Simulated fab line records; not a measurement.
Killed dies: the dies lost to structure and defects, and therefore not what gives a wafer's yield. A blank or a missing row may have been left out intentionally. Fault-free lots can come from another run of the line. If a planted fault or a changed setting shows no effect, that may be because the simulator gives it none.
Which tool did it? | flow ritCmos | 14 lots with 42 wafers sampled at 3 steps, on a route of 202 steps

WHAT THE GAUGES READ, wafer by wafer
RIT_SILICIDE_RS_MEAS_02: a four-point-probe measurement. Usual: SILICIDE_TI_RS typically reads 47.3 ohm/sq, with standard deviation 0.88.
lot  | measured    | on           | SILICIDE_TI_RS (ohm/sq) | flag
L902 | day 3 08:42 | filmMetro-04 | 47.5 48.7 48.0          | 
L903 | day 3 15:20 | filmMetro-04 | 46.6 47.4 45.8          | 
L904 | day 3 18:52 | filmMetro-03 | 47.2 48.1 47.8          | 
L905 | day 4 01:30 | filmMetro-01 | 46.2 46.3 46.4          | 
L907 | day 4 08:53 | filmMetro-04 | 47.4 48.3 48.7          | 
L908 | day 4 11:11 | filmMetro-03 | 47.4 48.3 47.1          | 
L913 | day 5 15:31 | filmMetro-04 | 32.6 32.6 32.5          | OFF
L915 | day 6 00:34 | filmMetro-03 | 32.6 32.3 32.3          | OFF
L916 | day 6 06:45 | filmMetro-01 | 48.6 47.3 47.6          | 
L918 | day 6 17:46 | filmMetro-03 | 47.4 47.4 48.1          | 
L920 | day 7 03:55 | filmMetro-04 | 48.1 48.2 48.6          | 
L922 | day 8 02:20 | filmMetro-01 | 47.9 48.0 47.4          | 
L923 | day 8 02:39 | filmMetro-04 | 47.6 48.5 48.6          | 
L925 | day 8 12:41 | filmMetro-04 | 47.3 48.1 47.6          | 

RIT_SILICIDE_THK_MEAS_03: measures by xrf. Usual: SILICIDE_TI_THK typically reads 29.7 nm, with standard deviation 0.48.
lot  | measured    | on           | SILICIDE_TI_THK (nm) | flag
L902 | day 3 08:49 | filmMetro-04 | 29.8 29.1 29.6       | 
L903 | day 3 15:26 | filmMetro-04 | 30.2 29.7 30.7       | 
L904 | day 3 18:58 | filmMetro-03 | 29.7 29.1 29.3       | 
L905 | day 4 01:37 | filmMetro-01 | 30.2 30.1 29.9       | 
L907 | day 4 08:59 | filmMetro-04 | 29.9 29.3 29.1       | 
L908 | day 4 11:19 | filmMetro-03 | 29.5 28.9 29.7       | 
L913 | day 5 15:38 | filmMetro-04 | 40.4 40.3 40.3       | OFF
L915 | day 6 00:41 | filmMetro-03 | 39.8 40.3 40.1       | OFF
L916 | day 6 06:52 | filmMetro-01 | 28.9 29.4 29.3       | 
L918 | day 6 17:53 | filmMetro-03 | 29.4 29.4 29.0       | 
L920 | day 7 04:02 | filmMetro-04 | 29.5 29.4 29.2       | 
L922 | day 8 02:27 | filmMetro-01 | 29.1 29.0 29.4       | 
L923 | day 8 02:46 | filmMetro-04 | 29.6 29.2 29.2       | 
L925 | day 8 12:49 | filmMetro-04 | 29.8 29.3 29.6       | 

WHICH TOOL RAN EACH LOT (tool, then ch and the chambers of the sampled wafers, then the start)
lot  | RIT_SILICIDE_SPUTTER_01
L902 | pvdSputter-01, day 3 08:33
L903 | pvdSputter-02, day 3 15:10
L904 | pvdSputter-01, day 3 18:41
L905 | pvdSputter-02, day 4 01:20
L907 | pvdSputter-04, day 4 08:43
L908 | pvdSputter-01, day 4 11:02
L913 | pvdSputter-02, day 5 15:22
L915 | pvdSputter-02, day 6 00:25
L916 | pvdSputter-01, day 6 06:35
L918 | pvdSputter-01, day 6 17:37
L920 | pvdSputter-01, day 7 03:46
L922 | pvdSputter-01, day 8 02:10
L923 | pvdSputter-04, day 8 02:29
L925 | pvdSputter-01, day 8 12:32
- RIT_SILICIDE_SPUTTER_01: material Ti, target thk 30 nm, time 240 s.

AS READ BY THE TOOLS THEMSELVES (means over the sampled wafers that have a number; for cases with no such wafer, the mark the record gives instead)
RIT_SILICIDE_SPUTTER_01. Usual: throttleValvePct at 30.1 %, with a standard deviation of 1.
lot  | tool          | throttleValvePct (%) | flag
L902 | pvdSputter-01 | 30.3                 | 
L903 | pvdSputter-02 | 30.5                 | 
L904 | pvdSputter-01 | 30.2                 | 
L905 | pvdSputter-02 | 29.2                 | 
L907 | pvdSputter-04 | 29.9                 | 
L908 | pvdSputter-01 | 30.8                 | 
L913 | pvdSputter-02 | 30.5                 | 
L915 | pvdSputter-02 | 29.5                 | 
L916 | pvdSputter-01 | 30.5                 | 
L918 | pvdSputter-01 | 30.2                 | 
L920 | pvdSputter-01 | 30.7                 | 
L922 | pvdSputter-01 | 30.5                 | 
L923 | pvdSputter-04 | 30.1                 | 
L925 | pvdSputter-01 | 30.7                 | 

THE ANSWER, worked out from the rows above alone
Rule: take the mean of a lot's wafers that have a number; if it is more than 3 standard deviations from the usual mean, the lot is off. A lot without any number at a reading at which 4 lots or more have one is off too. All remaining lots with rows at the step are treated as sound. The gauges are gone through in route order, then the tools' own readings, and for those a lot's mean is taken as printed above. The first step at which some lot is off is used, and at that step the reading that is off furthest; a lot without a number counts as furthest.
Off: L913, L915, seen at RIT_SILICIDE_RS_MEAS_02 (SILICIDE_TI_RS).
A tool fits if, at a process step before that reading, it ran every lot that is off, and no sound lot after the first of them. The gauges at RIT_SILICIDE_RS_MEAS_02 are tried like those tools. One candidate fits, namely pvdSputter-02 at RIT_SILICIDE_SPUTTER_01. A fault onset in the window from L905 (day 4 01:20, its last sound lot) to L913 (day 5 15:22, its first lot off) fits.

WHAT THE SIMULATOR HAD PUT IN
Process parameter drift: pvdSputter-02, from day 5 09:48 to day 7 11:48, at RIT_SILICIDE_SPUTTER_01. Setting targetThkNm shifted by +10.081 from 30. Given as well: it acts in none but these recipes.
Lots struck among those shown: L913, L915. The rule given above showed the same thing.
